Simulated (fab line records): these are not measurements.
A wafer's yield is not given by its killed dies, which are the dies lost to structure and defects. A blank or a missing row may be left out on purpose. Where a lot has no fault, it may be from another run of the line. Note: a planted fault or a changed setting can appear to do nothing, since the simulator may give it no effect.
Split-lot experiment	flow berkeley-cmos170	route with 331 steps; 5 lots, 23 wafers read

ON THE SPLIT
At UCB170_M2_SPUTTER_01 (material Al, target thk 900 nm, time 120 s), the setting time-s was moved away from the recipe's 120 s on 8 of the 23 wafers read, by -12.9% to +5.2%. The other wafers ran this setting at the recipe's value.

FROM THE SPLIT ON TO THE READING: in between, the file shows 1 step
- UCB170_M2_RS_MEAS_02: measures by four-point-probe

THE READING
M2_AL_THK, in nm, at UCB170_M2_THK_MEAS_03 (measures by xrf). Fault-free wafers of this fab line usually give 895 nm, standard deviation 9 nm.

wafer	tool, chamber at the split	time-s as run, s	against the recipe	M2_AL_THK, nm	against lot-mates on the recipe
L075.1	pvd-sputter-02, -	104.5	-12.9%	796	-118
L075.2	pvd-sputter-02, -	104.5	-12.9%	792	-122
L075.3	pvd-sputter-02, -	104.5	-12.9%	797	-118
L075.4	pvd-sputter-02, -	120	recipe	910	-
L075.5	pvd-sputter-02, -	120	recipe	919	-
L076.1	pvd-sputter-01, -	126.2	+5.2%	932	+40
L076.3	pvd-sputter-01, -	120	recipe	895	-
L076.4	pvd-sputter-01, -	126.2	+5.2%	933	+40
L076.5	pvd-sputter-01, -	120	recipe	890	-
L076.6	pvd-sputter-01, -	126.2	+5.2%	936	+44
L079.1	pvd-sputter-03, -	120	recipe	896	-
L079.2	pvd-sputter-03, -	120	recipe	901	-
L079.3	pvd-sputter-03, -	120	recipe	895	-
L079.5	pvd-sputter-03, -	120	recipe	889	-
L079.6	pvd-sputter-03, -	120	recipe	898	-
L078.1	pvd-sputter-02, -	120	recipe	893	-
L078.3	pvd-sputter-02, -	120	recipe	895	-
L078.5	pvd-sputter-02, -	120	recipe	895	-
L082.1	pvd-sputter-03, -	112.9	-5.9%	824	-64
L082.2	pvd-sputter-03, -	120	recipe	886	-
L082.3	pvd-sputter-03, -	112.9	-5.9%	835	-53
L082.4	pvd-sputter-03, -	120	recipe	892	-
L082.6	pvd-sputter-03, -	120	recipe	885	-

THE FIT
A straight line over all 23 wafers: M2_AL_THK changes by +8.02 nm for each +1% of time-s; r = +0.98; the points scatter about the line by 9.5 nm.
The same after taking each lot's own level away (the mean of its wafers on the recipe; 23 wafers): +9.08 nm for each +1%; r = +1.00; scatter 4.1 nm.
According to that fit, moving time-s by its largest amount changes the reading by 1.2e+02 nm.
The span of the lots' own levels, 887.7 to 914.5 nm, comes to 3.0 times the standard deviation stated above.
In other words, the slope is changed by the lot-to-lot level; the two fits disagree.
Check: with one of the wafers moved furthest among these (-12.9%) left out of the fit, the line predicts -119 nm for it against its lot-mates. Against them it came out at -118 nm.

THE WHOLE CHAIN: every reading that the file lists as answering this split, in the file's order
step	what it does	reading	change (the file's fit)	r (the file's)
UCB170_M2_SPUTTER_01	material Al, target thk 900 nm, time 120 s	Al_of_M2_SPUTTER_01.thk-nm (the simulator's own value, which no gauge read)	+9.46 nm for each +1% of the setting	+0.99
UCB170_M2_RS_MEAS_02	measures by four-point-probe	M2_AL_RS	-0.000368 for each +1% of the setting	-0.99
UCB170_M2_THK_MEAS_03	measures by xrf	M2_AL_THK	+9.19 for each +1% of the setting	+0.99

FILE'S OWN FIT
M2_AL_THK changes by +9.19 nm for each +1% of time-s, r = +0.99.
